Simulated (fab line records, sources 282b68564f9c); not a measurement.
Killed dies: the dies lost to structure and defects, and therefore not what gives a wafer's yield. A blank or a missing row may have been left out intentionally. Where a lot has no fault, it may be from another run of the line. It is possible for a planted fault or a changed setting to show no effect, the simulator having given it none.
fab line records -- flow ritCmos
[record] lots = 14, wafers = 42, lastDay = 7
route steps=202 shown SDANNEAL@156 PSD@157 PLDD@159
lots that met no fault: from a run of the same line without faults
startH: the number of hours between the record's first day and the start of the first shown wafer of the lot -- waitH: time in hours since the lot's previous step -- " repeats the value in the row above -- L1.1+2: a row that stands for several wafers -- - no value, or no start was given -- * or withheld: withheld -- < > ~ a bound
route shown NAME@n: names a module that has steps shown in the file, with the first one's number in the route -- usual: mean and standard deviation over wafers with no fault -- same: alike in all rows -- chamber/n: place in a boat -- sites: the reading at each site -- _std_site: the standard deviation of these -- _edge_site: the outer-site mean with the inner-site mean subtracted -- radiusMm: how far each site lies from the wafer's centre -- mask NAME#n: copy n -- behind: the tool/chamber that last shaped the wafer -- hold: why the lot was held/for how many hours/how that ended -- device: whichever transistor did not switch (one of n, p or np) -- end of line: tests of these same wafers at the route's end -- for a step that has no rows: nothing shown but its recipe -- killed: count of dies lost to structure and defects at first sort (not the wafer's yield) -- map: per-die view of a wafer (x killed, . not killed, _ where there is no die)
set.NAME: the setting as run; set.NAME@STEP: as run at that earlier step -- model.NAME: the simulator's own value behind a step, which no gauge read
steps of the route over a sample of lots; a table a step, a row a wafer
[[steps]]
[step RIT_SDANNEAL_RTA_03]
[recipe] tempC = 1050, timeS = 5, idleTempC = 600, rampUpCPerS = 342, rampDownCPerS = 171, coolToC = 600, ambient = N2
[usual] rampUpCPerS = 342.00/0.063, wafer_temp_C_max = 1053.5/1.1
lot.wafer,tool,chamber,startH,waitH,rampUpCPerS,wafer_temp_C_max
L886.2,rtpAnneal-02,0,49.39,0.0,341.93,1052.6
L886.3,rtpAnneal-02,0,49.39,0.0,342.00,1053.2
L886.5,rtpAnneal-02,0,49.39,0.0,342.00,1052.9
L887.3,rtpAnneal-01,0,55.19,0.0,342.01,1053.9
L887.5,rtpAnneal-01,0,55.19,0.0,341.96,1054.2
L887.6,rtpAnneal-01,0,55.19,0.0,341.95,1053.1
L888.1,rtpAnneal-02,0,58.99,0.0,341.96,1054.3
L888.4,rtpAnneal-02,0,58.99,0.0,341.93,1052.9
L888.6,rtpAnneal-02,0,58.99,0.0,342.00,1052.1
L890.4,rtpAnneal-02,0,68.63,0.0,341.96,1051.6
L890.5,rtpAnneal-02,0,68.63,0.0,342.05,1056.3
L890.6,rtpAnneal-02,0,68.63,0.0,341.96,1052.4
L891.1,rtpAnneal-01,0,74.89,0.0,341.96,1054.1
L891.2,rtpAnneal-01,0,74.89,0.0,341.96,1055.0
L891.4,rtpAnneal-01,0,74.89,0.0,341.96,1053.4
L892.1,rtpAnneal-02,0,80.52,0.0,342.04,1053.8
L892.2,rtpAnneal-02,0,80.52,0.0,342.05,1054.6
L892.3,rtpAnneal-02,0,80.52,0.0,342.02,1053.5
L893.1,rtpAnneal-01,0,83.99,0.0,341.99,1054.1
L893.2,rtpAnneal-01,0,83.99,0.0,342.06,1053.2
L893.4,rtpAnneal-01,0,83.99,0.0,342.03,1053.3
L894.2,rtpAnneal-02,0,88.92,0.0,341.92,1054.6
L894.4,rtpAnneal-02,0,88.92,0.0,342.06,1054.9
L894.6,rtpAnneal-02,0,88.92,0.0,342.03,1053.4
L897.1,rtpAnneal-01,0,104.17,0.0,342.07,1052.1
L897.5,rtpAnneal-01,0,104.17,0.0,342.01,1051.3
L897.6,rtpAnneal-01,0,104.17,0.0,342.13,1052.2
L898.2,rtpAnneal-02,0,109.09,0.0,342.08,1054.8
L898.4,rtpAnneal-02,0,109.09,0.0,341.96,1053.2
L898.5,rtpAnneal-02,0,109.09,0.0,342.14,1053.7
L901.3,rtpAnneal-01,0,123.94,0.0,341.99,1052.0
L901.4,rtpAnneal-01,0,123.94,0.0,342.14,1051.7
L901.5,rtpAnneal-01,0,123.94,0.0,342.05,1052.9
L902.1,rtpAnneal-02,0,129.94,0.0,342.05,1051.9
L902.4,rtpAnneal-02,0,129.94,0.0,342.07,1053.7
L902.6,rtpAnneal-02,0,129.94,0.0,341.92,1053.0
L904.4,rtpAnneal-02,0,139.91,0.0,342.04,1054.1
L904.5,rtpAnneal-02,0,139.91,0.0,342.02,1052.2
L904.6,rtpAnneal-02,0,139.91,0.0,342.08,1052.6
L909.3,rtpAnneal-01,0,169.32,0.0,342.09,1053.8
L909.4,rtpAnneal-01,0,169.32,0.0,341.90,1053.2
L909.6,rtpAnneal-01,0,169.32,0.0,342.05,1052.7
[step RIT_SDANNEAL_RS_MEAS_04]
[recipe] thkMeasGauge = four-point-probe
[usual] PSD_RS = 116.0/0.33
lot.wafer,tool,chamber,startH,waitH,PSD_RS[ohm/sq]
L886.2,filmMetro-03,-,49.46,0.1,115.4
L886.3,filmMetro-03,-,49.46,0.1,115.5
L886.5,filmMetro-03,-,49.46,0.1,115.5
L887.3,filmMetro-04,-,55.27,0.1,116.1
L887.5,filmMetro-04,-,55.27,0.1,115.8
L887.6,filmMetro-04,-,55.27,0.1,115.5
L888.1,filmMetro-04,-,59.05,0.0,116.7
L888.4,filmMetro-04,-,59.05,0.0,116.2
L888.6,filmMetro-04,-,59.05,0.0,116.0
L890.4,filmMetro-04,-,68.72,0.1,116.5
L890.5,filmMetro-04,-,68.72,0.1,116.1
L890.6,filmMetro-04,-,68.72,0.1,116.3
L891.1,filmMetro-02,-,74.95,0.0,116.4
L891.2,filmMetro-02,-,74.95,0.0,116.3
L891.4,filmMetro-02,-,74.95,0.0,116.1
L892.1,filmMetro-04,-,80.58,0.0,116.0
L892.2,filmMetro-04,-,80.58,0.0,115.8
L892.3,filmMetro-04,-,80.58,0.0,116.2
L893.1,filmMetro-02,-,84.05,0.0,115.8
L893.2,filmMetro-02,-,84.05,0.0,115.9
L893.4,filmMetro-02,-,84.05,0.0,115.8
L894.2,filmMetro-03,-,88.99,0.1,115.7
L894.4,filmMetro-03,-,88.99,0.1,115.9
L894.6,filmMetro-03,-,88.99,0.1,115.4
L897.1,filmMetro-04,-,104.23,0.0,116.3
L897.5,filmMetro-04,-,104.23,0.0,116.1
L897.6,filmMetro-04,-,104.23,0.0,116.0
L898.2,filmMetro-03,-,109.16,0.1,115.3
L898.4,filmMetro-03,-,109.16,0.1,115.8
L898.5,filmMetro-03,-,109.16,0.1,115.8
L901.3,filmMetro-02,-,124.02,0.1,115.2
L901.4,filmMetro-02,-,124.02,0.1,115.8
L901.5,filmMetro-02,-,124.02,0.1,115.6
L902.1,filmMetro-03,-,130.00,0.0,127.2
L902.4,filmMetro-03,-,130.00,0.0,127.6
L902.6,filmMetro-03,-,130.00,0.0,127.4
L904.4,filmMetro-03,-,140.00,0.1,128.0
L904.5,filmMetro-03,-,140.00,0.1,127.5
L904.6,filmMetro-03,-,140.00,0.1,127.8
L909.3,filmMetro-03,-,169.39,0.1,115.4
L909.4,filmMetro-03,-,169.39,0.1,116.1
L909.6,filmMetro-03,-,169.39,0.1,116.0
[step RIT_SDANNEAL_RS_MEAS_06]
[recipe] thkMeasGauge = four-point-probe
[usual] PLDD_RS = 179.6/0.46
lot.wafer,tool,chamber,startH,waitH,PLDD_RS[ohm/sq]
L886.2,filmMetro-03,-,49.70,0.1,178.8
L886.3,filmMetro-03,-,49.70,0.1,179.0
L886.5,filmMetro-03,-,49.70,0.1,179.5
L887.3,filmMetro-04,-,55.51,0.1,179.4
L887.5,filmMetro-04,-,55.51,0.1,179.7
L887.6,filmMetro-04,-,55.51,0.1,178.9
L888.1,filmMetro-04,-,59.29,0.1,179.6
L888.4,filmMetro-04,-,59.29,0.1,180.2
L888.6,filmMetro-04,-,59.29,0.1,179.5
L890.4,filmMetro-04,-,68.96,0.1,179.5
L890.5,filmMetro-04,-,68.96,0.1,179.8
L890.6,filmMetro-04,-,68.96,0.1,179.9
L891.1,filmMetro-02,-,75.19,0.1,179.8
L891.2,filmMetro-02,-,75.19,0.1,180.1
L891.4,filmMetro-02,-,75.19,0.1,179.9
L892.1,filmMetro-04,-,80.82,0.1,180.2
L892.2,filmMetro-04,-,80.82,0.1,179.8
L892.3,filmMetro-04,-,80.82,0.1,180.0
L893.1,filmMetro-02,-,84.29,0.1,179.1
L893.2,filmMetro-02,-,84.29,0.1,178.9
L893.4,filmMetro-02,-,84.29,0.1,178.6
L894.2,filmMetro-03,-,89.23,0.1,178.9
L894.4,filmMetro-03,-,89.23,0.1,179.7
L894.6,filmMetro-03,-,89.23,0.1,178.9
L897.1,filmMetro-04,-,104.47,0.1,180.0
L897.5,filmMetro-04,-,104.47,0.1,179.5
L897.6,filmMetro-04,-,104.47,0.1,179.4
L898.2,filmMetro-03,-,109.40,0.1,179.4
L898.4,filmMetro-03,-,109.40,0.1,179.5
L898.5,filmMetro-03,-,109.40,0.1,179.4
L901.3,filmMetro-02,-,124.26,0.1,178.6
L901.4,filmMetro-02,-,124.26,0.1,179.3
L901.5,filmMetro-02,-,124.26,0.1,179.3
L902.1,filmMetro-03,-,130.24,0.1,192.1
L902.4,filmMetro-03,-,130.24,0.1,191.3
L902.6,filmMetro-03,-,130.24,0.1,191.9
L904.4,filmMetro-03,-,140.24,0.1,192.7
L904.5,filmMetro-03,-,140.24,0.1,191.8
L904.6,filmMetro-03,-,140.24,0.1,192.6
L909.3,filmMetro-03,-,169.63,0.1,179.2
L909.4,filmMetro-03,-,169.63,0.1,179.5
L909.6,filmMetro-03,-,169.63,0.1,179.1
[[key]]
[firstSign] step = RIT_SDANNEAL_RS_MEAS_04, reading = PSD_RS, direction = up, sigmas = 36, usual = 116.0, struck = 127.6
[effect] step = RIT_SDANNEAL_RS_MEAS_06, reading = PLDD_RS, direction = up, sigmas = 27, usual = 179.6, struck = 192.1
metAt RIT_SDANNEAL_RTA_03
struckLots L902,L904
testerLeftOut L902,L904
onsetBetween 109.09 129.94
[fault] kind = processParameterDrift, tool = rtpAnneal-02, chamber = -, onsetH = 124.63, steps = RIT_SDANNEAL_RTA_03, channel = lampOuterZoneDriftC, offset = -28, shape = step, endH = 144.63
// testerLeftOut: of these lots the tester's yield and bins aren't shown, on N5 and GAA mostly nor the transistor test; their killed dies are dies lost to structure and defects alone, not to doping, threshold or leakage, so they don't give the yield
